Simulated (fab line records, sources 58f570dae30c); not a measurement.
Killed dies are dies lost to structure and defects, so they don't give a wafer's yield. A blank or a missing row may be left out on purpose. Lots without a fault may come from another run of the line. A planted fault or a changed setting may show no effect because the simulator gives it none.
Which tool did it? | flow berkeley_cmos170 | 14 lots, 42 wafers sampled, at 3 steps of a route of 331

WHAT THE GAUGES READ, wafer by wafer
UCB170_ACTIVE_THK_MEAS_06.
lot  | measured    | on            | ACTIVE_NITRIDE_THK (nm)
L786 | day 4 11:02 | film_metro-03 | 224.8 222.5 222.4
L787 | day 5 04:42 | film_metro-02 | 217.1 218.9 216.6
L788 | day 5 04:42 | film_metro-03 | 222.4 222.9 220.8
L789 | day 5 10:05 | film_metro-04 | 218.9 219.2 219.6
L790 | day 5 17:04 | film_metro-04 | 216.8 216.8 217.7
L792 | day 6 01:20 | film_metro-04 | 220.3 218.5 217.5
L793 | day 6 01:22 | film_metro-03 | 217.8 219.9 219.6
L794 | day 6 12:29 | film_metro-02 | 218.1 219.9 219.2
L795 | day 6 22:11 | film_metro-03 | 222.8 221.7 220.3
L799 | day 7 11:02 | film_metro-03 | 216.1 219.0 218.0
L798 | day 7 11:04 | film_metro-04 | 220.0 218.5 218.4
L800 | day 8 13:22 | film_metro-02 | 221.6 221.7 219.1
L802 | day 8 13:23 | film_metro-03 | 218.7 217.7 217.5
L807 | day 9 11:13 | film_metro-02 | 219.6 219.7 220.8

UCB170_PFIELD_OVL_MEAS_06.
lot  | measured    | on         | PFIELD_OVL (nm)
L786 | day 4 13:55 | overlay-01 | -7 -4 -7
L787 | day 5 08:29 | overlay-01 | -6 -4 0
L788 | day 5 09:03 | overlay-02 | -1 -7 -7
L789 | day 5 13:17 | overlay-01 | 4 1 1
L790 | day 5 20:36 | overlay-02 | -5 1 -1
L792 | day 6 05:40 | overlay-01 | -2 -8 0
L793 | day 6 05:25 | overlay-01 | 3 -6 -4
L794 | day 6 16:42 | overlay-02 | -3 -9 -4
L795 | day 7 02:22 | overlay-02 | -4 1 -4
L799 | day 7 14:22 | overlay-02 | 86 84 86
L798 | day 7 14:40 | overlay-01 | 84 89 84
L800 | day 8 16:34 | overlay-01 | 0 -7 -1
L802 | day 8 16:41 | overlay-01 | 4 2 8
L807 | day 9 16:40 | overlay-01 | -1 -2 2

WHICH TOOL RAN EACH LOT (tool, then ch and the chambers of the sampled wafers, then the start)
lot  | UCB170_PFIELD_EXPOSE_03
L786 | krf_scanner-01 ch 0, day 4 13:31
L787 | krf_scanner-02 ch 0, day 5 07:17
L788 | krf_scanner-02 ch 0, day 5 07:52
L789 | krf_scanner-01 ch 0, day 5 12:34
L790 | krf_scanner-01 ch 0, day 5 20:02
L792 | krf_scanner-02 ch 0, day 6 05:11
L793 | krf_scanner-01 ch 0, day 6 04:59
L794 | krf_scanner-01 ch 0, day 6 16:07
L795 | krf_scanner-02 ch 0, day 7 01:59
L799 | krf_scanner-02 ch 0, day 7 13:59
L798 | krf_scanner-02 ch 0, day 7 14:10
L800 | krf_scanner-01 ch 0, day 8 16:10
L802 | krf_scanner-01 ch 0, day 8 16:20
L807 | krf_scanner-01 ch 0, day 9 15:22
- UCB170_PFIELD_EXPOSE_03: exposes mask PFIELD, target cd 1500 nm.

WHAT THE TOOLS THEMSELVES READ (means of the sampled wafers that have a number; where no wafer has one, the mark that the record gives instead)
UCB170_PFIELD_EXPOSE_03.
lot  | tool           | stage_vel_mm_s (mm/s)
L786 | krf_scanner-01 | 499.72
L787 | krf_scanner-02 | 500.06
L788 | krf_scanner-02 | 499.91
L789 | krf_scanner-01 | 500.04
L790 | krf_scanner-01 | 499.68
L792 | krf_scanner-02 | 500.18
L793 | krf_scanner-01 | 500.01
L794 | krf_scanner-01 | 500.25
L795 | krf_scanner-02 | 499.86
L799 | krf_scanner-02 | 500.01
L798 | krf_scanner-02 | 500.33
L800 | krf_scanner-01 | 500.00
L802 | krf_scanner-01 | 499.72
L807 | krf_scanner-01 | 499.98

THE ANSWER, worked out from the rows above alone
Rule: what is usual is taken from the lots themselves. Put in order of their means at a reading, lots are off if they are a third of the lots or fewer, leave a main group of 4 or more, and stand apart from it by a gap of 3 or more times the standard deviation of the main group's means; of several such gaps the widest counts. A main group whose means are all the same, to the digits that the tables above print for the reading, isn't used. A lot without any number at a reading at which 4 lots or more have one is off too. The other lots that the step has rows for count as sound. The gauges are gone through in route order, then the tools' own readings, and for those a lot's mean is taken as printed above. The first step at which some lot is off is used, and at that step the reading that is off furthest; a lot without a number counts as furthest.
Off: L799, L798, at UCB170_PFIELD_OVL_MEAS_06 (PFIELD_OVL). The main group: mean -2 nm, standard deviation 2.9.
A tool fits if, at a process step before that reading, it ran every lot that is off, and no sound lot after the first of them. The gauges at UCB170_PFIELD_OVL_MEAS_06 are tried like those tools. One fits: krf_scanner-02 at UCB170_PFIELD_EXPOSE_03. Its last sound lot is L795 (day 7 01:59), its first lot that is off L799 (day 7 13:59): a fault that began between those two fits.

WHAT THE SIMULATOR HAD PUT IN
Scanner matching overlay: krf_scanner-02, from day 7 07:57 on, at UCB170_PFIELD_EXPOSE_03. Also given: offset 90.
Lots struck among those shown: L799, L798. The rule above found the same.
